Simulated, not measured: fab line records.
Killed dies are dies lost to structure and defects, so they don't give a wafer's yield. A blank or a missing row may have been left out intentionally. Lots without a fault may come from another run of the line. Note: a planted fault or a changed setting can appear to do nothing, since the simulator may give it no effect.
Split-lot trial + flow rit_cmos + 23 wafers read across 5 lots, on a route 202 steps long

== THE SPLIT ==
At RIT_CONTACT_CVD_00 (deposits SiO2 from TEOS, target thk 400 nm, time 61 s), the setting time_s was moved away from the recipe's 61 s on 6 of the 23 wafers read, by -8.2% to -6.3%. This setting was run at the recipe's value on the other wafers.

Split to reading: the file shows no intervening step.

== THE READING ==
CONTACT_TEOS_THK at RIT_CONTACT_THK_MEAS_01, in nm. On this fab line, fault-free wafers typically give 398 nm with a standard deviation of 6.6 nm.

| wafer  | tool, chamber at the split | time_s as run, s | against the recipe | CONTACT_TEOS_THK, nm | against lot-mates on the recipe |
|--------|----------------------------|------------------|--------------------|----------------------|---------------------------------|
| L074.3 | pecvd-01, 1                | 61               | recipe             | 392                  | -                               |
| L074.5 | pecvd-01, 2                | 61               | recipe             | 412                  | -                               |
| L074.6 | pecvd-01, 0                | 61               | recipe             | 403                  | -                               |
| L076.1 | pecvd-02, 2,1,1            | 61               | recipe             | 391                  | -                               |
| L076.3 | pecvd-02, 2,1,1            | 61               | recipe             | 393                  | -                               |
| L076.4 | pecvd-02, 0                | 61               | recipe             | 394                  | -                               |
| L076.5 | pecvd-02, 2                | 61               | recipe             | 396                  | -                               |
| L076.6 | pecvd-02, 2,1,1            | 61               | recipe             | 398                  | -                               |
| L077.1 | pecvd-03, 0                | 61               | recipe             | 398                  | -                               |
| L077.2 | pecvd-03, 1                | 56.02            | -8.2%              | 362                  | -38                             |
| L077.4 | pecvd-03, 0                | 61               | recipe             | 403                  | -                               |
| L077.5 | pecvd-03, 1                | 56.02            | -8.2%              | 367                  | -34                             |
| L077.6 | pecvd-03, 2                | 56.02            | -8.2%              | 361                  | -40                             |
| L080.1 | pecvd-03, 2                | 57.13            | -6.3%              | 362                  | -39                             |
| L080.2 | pecvd-03, 0                | 57.13            | -6.3%              | 376                  | -25                             |
| L080.3 | pecvd-03, 1                | 61               | recipe             | 397                  | -                               |
| L080.4 | pecvd-03, 2                | 57.13            | -6.3%              | 371                  | -30                             |
| L080.5 | pecvd-03, 1                | 61               | recipe             | 405                  | -                               |
| L083.1 | pecvd-03, 0                | 61               | recipe             | 397                  | -                               |
| L083.2 | pecvd-03, 2                | 61               | recipe             | 392                  | -                               |
| L083.3 | pecvd-03, 1                | 61               | recipe             | 394                  | -                               |
| L083.5 | pecvd-03, 1                | 61               | recipe             | 403                  | -                               |
| L083.6 | pecvd-03, 2                | 61               | recipe             | 399                  | -                               |
Where a row lists several chambers, the file gives one row for several wafers and doesn't say which wafer went through which chamber.

FIT RESULTS
A straight line over all 23 wafers: CONTACT_TEOS_THK changes by +4.33 nm for each +1% of time_s; r = +0.94; the points scatter about the line by 5.5 nm.
The same after taking each lot's own level away (the mean of its wafers on the recipe; 23 wafers): +4.69 nm for each +1%; r = +0.96; scatter 4.8 nm.
That fit puts the effect of the largest move of time_s on the reading at 38 nm.
The span of the lots' own levels, 394.4 to 402.3 nm, comes to 1.2 times the standard deviation stated above.
The two slopes are in agreement: the lot-to-lot level therefore moves the slope only a little.
Check: with one of the wafers moved furthest among these (-8.2%) left out of the fit, the line predicts -38.3 nm for it against its lot-mates. Against them it came out at -38.5 nm.

== THE OTHER SPLITS THESE WAFERS WENT THROUGH ==
Other splits were also applied to these wafers ahead of the reading. Each is held against what the fit with the lots' levels taken away leaves over:
| other split on the same wafers              | wafers away from the commonest value | r with CONTACT_TEOS_THK (lot level and that fit taken away) |
|---------------------------------------------|--------------------------------------|-------------------------------------------------------------|
| RIT_PSD_IMPLANT_08 energy_kev               | 5                                    | -0.38                                                       |
| RIT_SILICIDE_SPUTTER_01 chamber_pressure_pa | 18                                   | -0.02                                                       |

== THE WHOLE CHAIN: every reading that the file lists as answering this split, in the file's order ==
| step                    | what it does                                          | reading                                                                        | change (the file's fit)              | r (the file's) |
|-------------------------|-------------------------------------------------------|--------------------------------------------------------------------------------|--------------------------------------|----------------|
| RIT_CONTACT_CVD_00      | deposits SiO2 from TEOS, target thk 400 nm, time 61 s | SiO2_of_CONTACT_CVD_00.thk_nm (the simulator's own value, which no gauge read) | +4.32 nm for each +1% of the setting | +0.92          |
| RIT_CONTACT_THK_MEAS_01 |                                                       | CONTACT_TEOS_THK                                                               | +4.7 for each +1% of the setting     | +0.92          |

== FILE'S OWN FIT ==
CONTACT_TEOS_THK changes by +4.7 nm for each +1% of time_s, r = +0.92.
